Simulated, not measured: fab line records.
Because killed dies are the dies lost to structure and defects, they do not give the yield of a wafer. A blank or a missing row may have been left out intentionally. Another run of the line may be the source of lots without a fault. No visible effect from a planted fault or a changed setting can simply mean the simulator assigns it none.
A struck lot beside a sound one / flow rit_cmos / 16 out of 202 route steps
Sound: the wafers L952.1, L952.3, L952.4. Struck: wafers L971.3, L971.4, L971.6. Last of all comes the cause.
For every step that has rows: the tool of each side, followed by ch and its chambers, followed by its first start. Under that, the readings that differ: sound wafers / struck wafers / difference of the means / sigmas: that difference in standard deviations of wafers without a fault.
alike: readings whose means differ by less than 2 such deviations, and words and numbers that are the same on both sides. not compared: withheld readings, readings that some wafer has no value for, bounds like >300 that may hide the same value, and numbers for which the record gives no deviation and whose values overlap.
A row with sigmas, a row that says differs or no value, or rows on one side alone: a step with any of these is where the two part. Numbers that don't overlap but have no deviation are shown without sigmas and don't part them. A reading that every wafer of one side lacks parts them only if that side has two wafers or more.

first, 4 steps without rows for these wafers: RIT_PLDD_SOFTBAKE_02 (time 58.53 s); RIT_PLDD_EXPOSE_03 (exposes mask M8, target cd 40900 nm); RIT_PLDD_PEB_04; RIT_PLDD_DEVELOP_05 (develop time 50 s).
RIT_PLDD_OVL_MEAS_06:
  sound: overlay-02 at day 3 05:32; struck: overlay-02 at day 6 22:53
reading=PLDD_OVL (nm); sound=2.5 2.8 2.4; struck=-2.2 -2.7 -3.1; difference=-5.2; sigmas=-3
then, 2 steps without rows for these wafers: RIT_PLDD_HARDBAKE_07 (time 60 s); RIT_PLDD_IMPLANT_08.
RIT_PLDD_STRIP_09: strips in O2, time 180 s.
  sound on plasma_asher-03 ch 0,1, day 3 05:53; struck on plasma_asher-03 ch 0,1, day 6 23:16
  alike: drypump_motor_current_A
  not compared: rf_hours_counter_h
RIT_PLDD_TW_MEAS_10:
  sound: film_metro-03 at day 3 06:03; struck: film_metro-02 at day 6 23:25
  alike: PLDD_TW
then, 3 steps without rows for these wafers: RIT_SPACER_CLEAN_00 (cleans in SC1, time 600 s); RIT_SPACER_CLEAN_01 (cleans in dHF, time 30 s); RIT_SPACER_CLEAN_02 (cleans in SC2, time 600 s).
RIT_SPACER_CVD_03: deposits Si3N4 from SiH2Cl2/NH3, target thk 250 nm, time 3300 s.
  sound on lpcvd-01 ch 0, day 3 06:30; struck on lpcvd-02 ch 0, day 7 00:02
reading=model.Si3N4_of_SPACER_CVD_03.thk_nm (nm); sound=250.1 249.1 252; struck=481.2 483.6 482.9; difference=+232.2; sigmas=
  alike: spike_tc_load_C
RIT_SPACER_THK_MEAS_04:
  sound: film_metro-02 at day 3 08:25; struck: film_metro-01 at day 7 01:58
reading=SPACER_NITRIDE_THK (nm); sound=250.1 249.1 251.9; struck=481.5 483.7 482.6; difference=+232.2; sigmas=+99 or more
RIT_SPACER_ETCHBACK_05: etches Si3N4 in SF6/CHF3, stops on SiO2, target depth 250 nm, time 240 s.
  sound on rie_diel-01 ch 0,2,3, day 3 08:28; struck on rie_diel-02 ch 0,1, day 7 02:01
reading=oes_product_au (a.u.); sound=0.830 0.853 0.854; struck=1.042 0.970 0.968; difference=+0.148; sigmas=+7
reading=model.Si3N4_of_SPACER_CVD_03.thk_nm (nm); sound=196.1 197.2 196.7; struck=376.3 383.1 382.2; difference=+183.9; sigmas=
reading=model.etch.depth_nm (nm); sound=250.1 249.1 252; struck=315 300.5 301.3; difference=+55; sigmas=
  alike: drypump_motor_current_A, throttle_valve_pct
  not compared: rf_hours_counter_h
RIT_M1_PROBE_99:
  the record has rows for the struck wafers here (prober-01, day 7 13:32) and none for the sound ones

WHERE THEY PART
Last at RIT_M1_PROBE_99 as far as this record goes, first at RIT_PLDD_OVL_MEAS_06.

WHY: what the simulator had put in
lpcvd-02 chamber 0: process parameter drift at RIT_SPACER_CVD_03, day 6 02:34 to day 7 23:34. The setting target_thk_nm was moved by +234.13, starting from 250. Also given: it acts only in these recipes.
